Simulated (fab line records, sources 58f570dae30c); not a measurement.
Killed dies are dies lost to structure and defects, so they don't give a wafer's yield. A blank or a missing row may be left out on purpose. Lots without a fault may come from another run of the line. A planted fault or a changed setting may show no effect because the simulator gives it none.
fab line records | flow berkeley_cmos170 | part 2 of 2: steps 32 to 43 of 43
record lots=5 wafers=15 last_day=12
route steps=331 shown PSD@177 NSD@187 BACKSIDE@199 SDANNEAL@204 PLDD@208 NLDD@209 SILICIDE@210 CONTACT@216
lots that met no fault: from a run of the same line without faults
start_h: hours from the record's first day to the start of the lot's first wafer shown | wait_h: hours since the lot's step before | " the same as in the row above | L1.1+2: a row that stands for several wafers | - no value, or no start given | * or withheld: withheld | < > ~ a bound
route shown NAME@n: a module of which the file shows steps, and the number in the route of the first | usual: mean/standard deviation of fault-free wafers | same: alike in all rows | chamber/n: place in a boat | sites: the reading at each site | _std_site: their standard deviation | _edge_site: outer sites' mean less inner sites' | radius_mm: how far each site lies from the wafer's centre | mask NAME#n: copy n | behind: the tool/chamber that last shaped the wafer | hold: why the lot was held/for how many hours/how that ended | device: the transistor (n, p or np) that didn't switch | end of line: the same wafers' tests at the end of the route | a step without rows: its recipe alone | killed: dies lost to structure and defects at the first sort, not the wafer's yield | map: a wafer's dies, x killed, . not, _ none there
set.NAME: the setting as run; set.NAME@STEP: as run at that earlier step | model.NAME: the simulator's own value behind a step, which no gauge read
lots at some steps of the route; a table a step, a row a wafer
services: from which hour (start_h, from the record's first day; less than 0 if before it) a tool's chamber was out of use, for how many hours, and why
## steps
# step UCB170_SDANNEAL_RS_MEAS_04
# recipe thk_meas_gauge=four-point-probe
# usual PLDD_RS=1031.8/2.8
# columns lot.wafer tool chamber start_h wait_h PLDD_RS[ohm/sq]
L076.2 film_metro-02 - 175.86 0.1 1035.3
L076.3 " - " " 1034.2
L076.6 " - " " 1034.8
L088.2 film_metro-04 - 233.22 0.1 1034.1
L088.3 " - " " 1033.4
L088.6 " - " " 1038.7
L086.3 film_metro-02 - 233.90 0.1 1033.7
L086.5 " - " " 1035.4
L086.6 " - " " 1036.1
L090.1 film_metro-01 - 246.17 0.1 1030.4
L090.2 " - " " 1029.0
L090.5 " - " " 1033.2
L096.3 film_metro-02 - 274.68 0.1 1031.2
L096.5 " - " " 1030.2
L096.6 " - " " 1029.6
# step UCB170_SDANNEAL_RS_MEAS_05
# recipe thk_meas_gauge=four-point-probe
# usual NLDD_RS=616.6/1.2
# columns lot.wafer tool chamber start_h wait_h NLDD_RS[ohm/sq]
L076.2 film_metro-02 - 175.98 0.1 613.7
L076.3 " - " " 613.8
L076.6 " - " " 614.9
L088.2 film_metro-04 - 233.34 0.1 615.5
L088.3 " - " " 618.2
L088.6 " - " " 615.3
L086.3 film_metro-02 - 234.02 0.1 616.5
L086.5 " - " " 615.9
L086.6 " - " " 614.3
L090.1 film_metro-01 - 246.29 0.1 615.2
L090.2 " - " " 616.1
L090.5 " - " " 616.1
L096.3 film_metro-02 - 274.80 0.1 617.2
L096.5 " - " " 617.0
L096.6 " - " " 618.8
# step UCB170_SILICIDE_PRE_CLEAN_00
# recipe gas=Ar preclean_etch_time_s=60
# columns lot.wafer tool chamber start_h wait_h
L076.2+3+6 pvd_sputter-01 - 176.08 0.1
L088.2+3+6 pvd_sputter-04 - 233.44 0.1
L086.3+5+6 pvd_sputter-04 - 234.10 0.1
L090.1+2+5 pvd_sputter-01 - 246.41 0.1
L096.3+5+6 pvd_sputter-04 - 274.88 0.1
# step UCB170_SILICIDE_SPUTTER_01
# recipe material=Ti target_thk_nm=30 time_s=25 power_w=1554 chamber_pressure_pa=0.5
# usual throttle_valve_pct=30.1/0.5
# columns lot.wafer tool chamber start_h wait_h throttle_valve_pct
L076.2 pvd_sputter-01 - 176.14 0.0 29.7
L076.3 " - " " 29.7
L076.6 " - " " 30.0
L088.2 pvd_sputter-04 - 233.51 0.0 30.3
L088.3 " - " " 30.4
L088.6 " - " " 30.5
L086.3 pvd_sputter-04 - 234.17 0.0 30.2
L086.5 " - " " 30.0
L086.6 " - " " 30.2
L090.1 pvd_sputter-01 - 246.48 0.0 29.6
L090.2 " - " " 29.5
L090.5 " - " " 29.8
L096.3 pvd_sputter-04 - 274.95 0.0 30.2
L096.5 " - " " 30.4
L096.6 " - " " 31.0
# step UCB170_SILICIDE_RS_MEAS_02
# recipe thk_meas_gauge=four-point-probe reads=Ti_of_SILICIDE_SPUTTER_01
# usual SILICIDE_TI_RS=25.0/0.33
# columns lot.wafer tool chamber start_h wait_h SILICIDE_TI_RS[ohm/sq]
L076.2 film_metro-04 - 176.19 0.0 25.1
L076.3 " - " " 25.1
L076.6 " - " " 25.2
L088.2 film_metro-04 - 233.56 0.0 25.1
L088.3 " - " " 24.9
L088.6 " - " " 25.0
L086.3 film_metro-04 - 234.24 0.1 25.2
L086.5 " - " " 25.0
L086.6 " - " " 25.4
L090.1 film_metro-03 - 246.51 0.0 25.0
L090.2 " - " " 24.9
L090.5 " - " " 24.7
L096.3 film_metro-03 - 275.02 0.1 25.2
L096.5 " - " " 24.8
L096.6 " - " " 24.9
# step UCB170_SILICIDE_THK_MEAS_03
# recipe thk_meas_gauge=xrf reads=Ti_of_SILICIDE_SPUTTER_01
# usual SILICIDE_TI_THK=31.3/0.39
# columns lot.wafer tool chamber start_h wait_h SILICIDE_TI_THK[nm]
L076.2 film_metro-04 - 176.30 0.1 31.5
L076.3 " - " " 31.6
L076.6 " - " " 31.4
L088.2 film_metro-04 - 233.67 0.1 31.4
L088.3 " - " " 31.6
L088.6 " - " " 31.4
L086.3 film_metro-04 - 234.34 0.1 31.3
L086.5 " - " " 31.5
L086.6 " - " " 31.2
L090.1 film_metro-03 - 246.63 0.1 31.3
L090.2 " - " " 31.4
L090.5 " - " " 31.6
L096.3 film_metro-03 - 275.12 0.1 31.2
L096.5 " - " " 31.6
L096.6 " - " " 31.4
# step UCB170_SILICIDE_RTA_04
# recipe temp_c=650 time_s=15 ambient=N2
# usual lamp_power_pct=9.8/0.57 wafer_temp_C_max=653.1/1.3
# columns lot.wafer tool chamber start_h wait_h lamp_power_pct wafer_temp_C_max
L076.2 rtp_anneal-02 0 176.37 0.1 9.3 651.6
L076.3 " 0 " " 9.3 652.2
L076.6 " 0 " " 9.3 652.2
L088.2 rtp_anneal-02 0 233.73 0.1 9.3 653.1
L088.3 " 0 " " 9.3 651.9
L088.6 " 0 " " 9.3 651.8
L086.3 rtp_anneal-01 0 234.40 0.1 10.4 654.7
L086.5 " 0 " " 10.4 653.8
L086.6 " 0 " " 10.4 654.8
L090.1 rtp_anneal-01 0 246.69 0.1 10.4 653.9
L090.2 " 0 " " 10.4 654.2
L090.5 " 0 " " 10.4 654.2
L096.3 rtp_anneal-02 0 275.19 0.1 9.3 652.4
L096.5 " 0 " " 9.3 652.5
L096.6 " 0 " " 9.3 652.7
# step UCB170_SILICIDE_WET_ETCH_05
# recipe chemistry=SPM time_s=45 temp_c=120 target=Ti
# columns lot.wafer tool chamber start_h wait_h
L076.2+3+6 wet_bench-03 1 176.43 0.1
L088.2+3+6 wet_bench-03 2 233.79 0.1
L086.3+5+6 wet_bench-04 0 234.45 0.0
L090.1+2+5 wet_bench-01 2 248.07 1.4
L096.3+5+6 wet_bench-01 1 275.24 0.0
# step UCB170_CONTACT_CLEAN_00
# recipe chemistry=SPM temp_c=120 time_s=600
# columns lot.wafer tool chamber start_h wait_h
L076.2+3+6 wet_bench-03 1 176.45 0.0
L088.2+3+6 wet_bench-01 3 233.81 0.0
L086.3+5+6 wet_bench-03 2 234.48 0.0
L090.1+2+5 wet_bench-04 0 248.20 0.1
L096.3+5+6 wet_bench-01 3 275.26 0.0
# step UCB170_CONTACT_CVD_01
# recipe material=PSG target_thk_nm=700 temp_c=450 precursor=SiH4/O2/PH3 time_s=2820 pressure_mtorr=300 sih4_flow_sccm=60 o2_flow_sccm=90 ph3_flow_sccm=25
# usual o2_flow_sccm=89.98/0.26 spike_tc_centre_C=453.1/1.1 zone_power_centre_pct=21.7/2.1
# columns lot.wafer tool chamber start_h wait_h o2_flow_sccm spike_tc_centre_C zone_power_centre_pct
L076.2 lpcvd-02 1 177.77 1.1 89.74 452.3 19.8
L076.3 " 1 " " 89.95 453.0 20.0
L076.6 " 1 " " 90.31 451.8 19.7
L088.2 lpcvd-02 0 234.16 0.0 89.98 452.0 19.1
L088.3 " 0 " " 89.87 453.3 19.4
L088.6 " 0 " " 90.03 452.2 19.3
L086.3 lpcvd-01 1 235.89 1.2 89.98 454.3 22.5
L086.5 " 1 " " 89.88 453.5 22.0
L086.6 " 1 " " 90.07 454.6 22.3
L090.1 lpcvd-02 0 248.37 0.0 90.39 453.0 19.1
L090.2 " 0 " " 90.23 454.5 19.1
L090.5 " 0 " " 90.30 454.1 19.2
L096.3 lpcvd-02 1 275.43 0.0 90.08 452.0 19.9
L096.5 " 1 " " 90.02 452.5 19.5
L096.6 " 1 " " 89.92 452.8 19.7
# step UCB170_CONTACT_THK_MEAS_02
# recipe reads=PSG_of_CONTACT_CVD_01
# usual CONTACT_PSG_THK=701/7.4
# columns lot.wafer tool chamber start_h wait_h CONTACT_PSG_THK[nm]
L076.2 film_metro-04 - 179.56 0.0 713
L076.3 " - " " 711
L076.6 " - " " 719
L088.2 film_metro-04 - 235.96 0.0 694
L088.3 " - " " 692
L088.6 " - " " 689
L086.3 film_metro-04 - 237.70 0.0 711
L086.5 " - " " 702
L086.6 " - " " 705
L090.1 film_metro-03 - 250.15 0.0 696
L090.2 " - " " 696
L090.5 " - " " 697
L096.3 film_metro-01 - 277.25 0.0 696
L096.5 " - " " 703
L096.6 " - " " 704
# step UCB170_CONTACT_HMDS_03
# recipe prime_time_s=60 prime_temp_c=100
# columns lot.wafer tool chamber start_h wait_h
L076.2+3+6 litho_track-02 0 179.67 0.1
L088.2+3+6 litho_track-02 0 236.03 0.1
L086.3+5+6 litho_track-01 0 238.35 0.6
L090.1+2+5 litho_track-01 0 250.21 0.1
L096.3+5+6 litho_track-02 0 277.34 0.1
## services
# columns tool chamber start_h hours kind
implanter-03 - 158.84 9.0 pm
krf_scanner-01 - 159.04 1.3 repair
implanter-04 - 160.97 5.8 repair
wet_bench-02 - 165.55 2.1 repair
plasma_asher-03 - 175.51 13.0 repair
implanter-04 - 178.34 1.4 repair
pvd_sputter-04 - 189.45 3.1 repair
krf_scanner-02 - 194.49 0.8 pm
krf_scanner-01 - 200.16 0.8 pm
plasma_asher-01 - 205.16 2.2 repair
implanter-02 - 210.48 3.2 pm
rtp_anneal-01 - 215.04 4.7 pm
krf_scanner-01 - 228.56 1.0 pm
krf_scanner-01 - 236.30 4.0 pm
implanter-03 - 239.65 4.5 repair
implanter-02 - 252.36 1.9 repair
lpcvd-01 - 255.25 2.8 pm
pvd_sputter-01 - 262.13 2.1 repair
plasma_asher-03 - 263.48 2.8 pm
krf_scanner-02 - 265.36 7.7 repair
krf_scanner-02 - 276.49 1.0 pm
